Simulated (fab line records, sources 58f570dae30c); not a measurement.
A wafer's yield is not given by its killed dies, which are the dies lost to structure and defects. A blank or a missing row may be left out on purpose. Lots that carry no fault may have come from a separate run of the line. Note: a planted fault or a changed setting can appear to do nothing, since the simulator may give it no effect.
Lot-split experiment || flow berkeleyCmos170 || route with 331 steps; 5 lots, 27 wafers read

THE SPLIT ITSELF
At UCB170_SPACER_CVD_00 (deposits SiO2 from TEOS/O2, target thk 376 nm, time 47 s), the setting timeS was moved away from the recipe's 47 s on 9 of the 27 wafers read, by -33.2% to +26.9%. All remaining wafers had this setting at the recipe value.

FROM THE SPLIT TO THE READING: what the file shows between them, 2 steps
- UCB170_SPACER_THK_MEAS_01
- UCB170_SPACER_ANNEAL_02: time 1800 s

THE READING
oesProductAu, in a.u., at UCB170_SPACER_ETCHBACK_03 (etches SiO2 in CHF3/CF4/Ar, stops on Si, target depth 376 nm, time 100 s). A value of 0.896 a.u. with a standard deviation of 0.016 a.u. is what fault-free wafers of this fab line usually give.

{"wafer": "L076.1", "tool, chamber at the split": "pecvd-04, 0", "timeS as run, s": 47, "against the recipe": "recipe", "oesProductAu, a.u.": 0.882, "against lot-mates on the recipe": "-"}
{"wafer": "L076.2", "tool, chamber at the split": "pecvd-04, 1", "timeS as run, s": 59.64, "against the recipe": "+26.9%", "oesProductAu, a.u.": 0.971, "against lot-mates on the recipe": "+0.054"}
{"wafer": "L076.3", "tool, chamber at the split": "pecvd-04, 2", "timeS as run, s": 47, "against the recipe": "recipe", "oesProductAu, a.u.": 0.930, "against lot-mates on the recipe": "-"}
{"wafer": "L076.4", "tool, chamber at the split": "pecvd-04, 1", "timeS as run, s": 59.64, "against the recipe": "+26.9%", "oesProductAu, a.u.": 1.011, "against lot-mates on the recipe": "+0.094"}
{"wafer": "L076.5", "tool, chamber at the split": "pecvd-04, 0", "timeS as run, s": 47, "against the recipe": "recipe", "oesProductAu, a.u.": 0.939, "against lot-mates on the recipe": "-"}
{"wafer": "L076.6", "tool, chamber at the split": "pecvd-04, 2", "timeS as run, s": 59.64, "against the recipe": "+26.9%", "oesProductAu, a.u.": 0.977, "against lot-mates on the recipe": "+0.060"}
{"wafer": "L079.2", "tool, chamber at the split": "pecvd-01, 2", "timeS as run, s": 47, "against the recipe": "recipe", "oesProductAu, a.u.": 0.880, "against lot-mates on the recipe": "-"}
{"wafer": "L079.3", "tool, chamber at the split": "pecvd-01, 0", "timeS as run, s": 47, "against the recipe": "recipe", "oesProductAu, a.u.": 0.871, "against lot-mates on the recipe": "-"}
{"wafer": "L079.6", "tool, chamber at the split": "pecvd-01, 0", "timeS as run, s": 47, "against the recipe": "recipe", "oesProductAu, a.u.": 0.910, "against lot-mates on the recipe": "-"}
{"wafer": "L080.1", "tool, chamber at the split": "pecvd-01, 2", "timeS as run, s": 31.4, "against the recipe": "-33.2%", "oesProductAu, a.u.": 0.660, "against lot-mates on the recipe": -0.228}
{"wafer": "L080.2", "tool, chamber at the split": "pecvd-01, 1", "timeS as run, s": 47, "against the recipe": "recipe", "oesProductAu, a.u.": 0.896, "against lot-mates on the recipe": "-"}
{"wafer": "L080.3", "tool, chamber at the split": "pecvd-01, 0", "timeS as run, s": 47, "against the recipe": "recipe", "oesProductAu, a.u.": 0.883, "against lot-mates on the recipe": "-"}
{"wafer": "L080.4", "tool, chamber at the split": "pecvd-01, 2", "timeS as run, s": 31.4, "against the recipe": "-33.2%", "oesProductAu, a.u.": 0.670, "against lot-mates on the recipe": -0.218}
{"wafer": "L080.5", "tool, chamber at the split": "pecvd-01, 0", "timeS as run, s": 47, "against the recipe": "recipe", "oesProductAu, a.u.": 0.886, "against lot-mates on the recipe": "-"}
{"wafer": "L080.6", "tool, chamber at the split": "pecvd-01, 1", "timeS as run, s": 31.4, "against the recipe": "-33.2%", "oesProductAu, a.u.": 0.678, "against lot-mates on the recipe": -0.210}
{"wafer": "L084.1", "tool, chamber at the split": "pecvd-01, 1", "timeS as run, s": 47, "against the recipe": "recipe", "oesProductAu, a.u.": 0.877, "against lot-mates on the recipe": "-"}
{"wafer": "L084.2", "tool, chamber at the split": "pecvd-01, 2", "timeS as run, s": 47, "against the recipe": "recipe", "oesProductAu, a.u.": 0.869, "against lot-mates on the recipe": "-"}
{"wafer": "L084.3", "tool, chamber at the split": "pecvd-01, 0", "timeS as run, s": 47, "against the recipe": "recipe", "oesProductAu, a.u.": 0.892, "against lot-mates on the recipe": "-"}
{"wafer": "L084.4", "tool, chamber at the split": "pecvd-01, 2", "timeS as run, s": 47, "against the recipe": "recipe", "oesProductAu, a.u.": 0.905, "against lot-mates on the recipe": "-"}
{"wafer": "L084.5", "tool, chamber at the split": "pecvd-01, 1", "timeS as run, s": 47, "against the recipe": "recipe", "oesProductAu, a.u.": 0.874, "against lot-mates on the recipe": "-"}
{"wafer": "L084.6", "tool, chamber at the split": "pecvd-01, 0", "timeS as run, s": 47, "against the recipe": "recipe", "oesProductAu, a.u.": 0.903, "against lot-mates on the recipe": "-"}
{"wafer": "L085.1", "tool, chamber at the split": "pecvd-02, 1", "timeS as run, s": 37.81, "against the recipe": "-19.6%", "oesProductAu, a.u.": 0.791, "against lot-mates on the recipe": -0.121}
{"wafer": "L085.2", "tool, chamber at the split": "pecvd-02, 2", "timeS as run, s": 47, "against the recipe": "recipe", "oesProductAu, a.u.": 0.936, "against lot-mates on the recipe": "-"}
{"wafer": "L085.3", "tool, chamber at the split": "pecvd-02, 0", "timeS as run, s": 37.81, "against the recipe": "-19.6%", "oesProductAu, a.u.": 0.761, "against lot-mates on the recipe": -0.151}
{"wafer": "L085.4", "tool, chamber at the split": "pecvd-02, 1", "timeS as run, s": 37.81, "against the recipe": "-19.6%", "oesProductAu, a.u.": 0.783, "against lot-mates on the recipe": -0.129}
{"wafer": "L085.5", "tool, chamber at the split": "pecvd-02, 0", "timeS as run, s": 47, "against the recipe": "recipe", "oesProductAu, a.u.": 0.886, "against lot-mates on the recipe": "-"}
{"wafer": "L085.6", "tool, chamber at the split": "pecvd-02, 2", "timeS as run, s": 47, "against the recipe": "recipe", "oesProductAu, a.u.": 0.914, "against lot-mates on the recipe": "-"}

THE FIT
A straight line over all 27 wafers: oesProductAu changes by +0.0054 a.u. for each +1% of timeS; r = +0.95; the points scatter about the line by 0.03 a.u.
The same after taking each lot's own level away (the mean of its wafers on the recipe; 27 wafers): +0.00513 a.u. for each +1%; r = +0.94; scatter 0.031 a.u.
That fit puts the effect of the largest move of timeS on the reading at 0.17 a.u.
From 0.8867 to 0.9170 a.u.: that is the span of the lots' own levels, equal to 1.9 times the standard deviation above.
Consequently the slope shifts little with the lot-to-lot level, the two slopes agreeing.
Check: -0.178 a.u. against its lot-mates is what the line predicts for one of the wafers moved furthest among these (-33.2%) when that wafer is left out of the fit. Against them it came out at -0.228 a.u.

OTHER SPLITS ON THESE WAFERS
These wafers also went through other splits before the reading. Each is held against what the fit with the lots' levels taken away leaves over:
{"other split on the same wafers": "UCB170_ZERO_ETCH_06 targetDepthA", "wafers away from the commonest value": 9, "r with oesProductAu (lot level and that fit taken away)": -0.14}
{"other split on the same wafers": "UCB170_ACTIVE_ETCH_15 targetDepthA", "wafers away from the commonest value": 6, "r with oesProductAu (lot level and that fit taken away)": -0.19}

THE WHOLE CHAIN: every reading that the file lists as answering this split, in the file's order
{"step": "UCB170_SPACER_CVD_00", "what it does": "deposits SiO2 from TEOS/O2, target thk 376 nm, time 47 s", "reading": "SiO2_of_SPACER_CVD_00.thkNm (the simulator's own value, which no gauge read)", "change (the file's fit)": "+3.59 nm for each +1% of the setting", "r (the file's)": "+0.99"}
{"step": "UCB170_SPACER_THK_MEAS_01", "what it does": "", "reading": "SPACER_TEOS_THK", "change (the file's fit)": "+3.59 for each +1% of the setting", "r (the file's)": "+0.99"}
{"step": "UCB170_SPACER_ETCHBACK_03", "what it does": "etches SiO2 in CHF3/CF4/Ar, stops on Si, target depth 376 nm, time 100 s", "reading": "oesProductAu", "change (the file's fit)": "+0.00533 a.u. for each +1% of the setting", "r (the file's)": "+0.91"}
{"step": "UCB170_SPACER_ETCHBACK_03", "what it does": "etches SiO2 in CHF3/CF4/Ar, stops on Si, target depth 376 nm, time 100 s", "reading": "etch.depthNm (the simulator's own value, which no gauge read)", "change (the file's fit)": "+2.98 nm for each +1% of the setting", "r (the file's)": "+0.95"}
{"step": "UCB170_M3_PROBE_99", "what it does": "", "reading": "etest.pmos_0p6.rOnOhmUm (the simulator's own value, which no gauge read)", "change (the file's fit)": "not straight: 5634 at the lowest setting, 8378 at the recipe, 9014 at the highest", "r (the file's)": "not given"}
{"step": "UCB170_M3_PROBE_99", "what it does": "", "reading": "etest.nldd.lineOhmUm (the simulator's own value, which no gauge read)", "change (the file's fit)": "not straight: 81.71 at the lowest setting, 1280 at the recipe, 1260 at the highest", "r (the file's)": "not given"}
{"step": "UCB170_M3_PROBE_99", "what it does": "", "reading": "etest.nldd.rsOhmSq (the simulator's own value, which no gauge read)", "change (the file's fit)": "not straight: 49.4 at the lowest setting, 774.3 at the recipe, 769.7 at the highest", "r (the file's)": "not given"}

FILE'S OWN FIT
oesProductAu changes by +0.00533 a.u. for each +1% of timeS, r = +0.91.
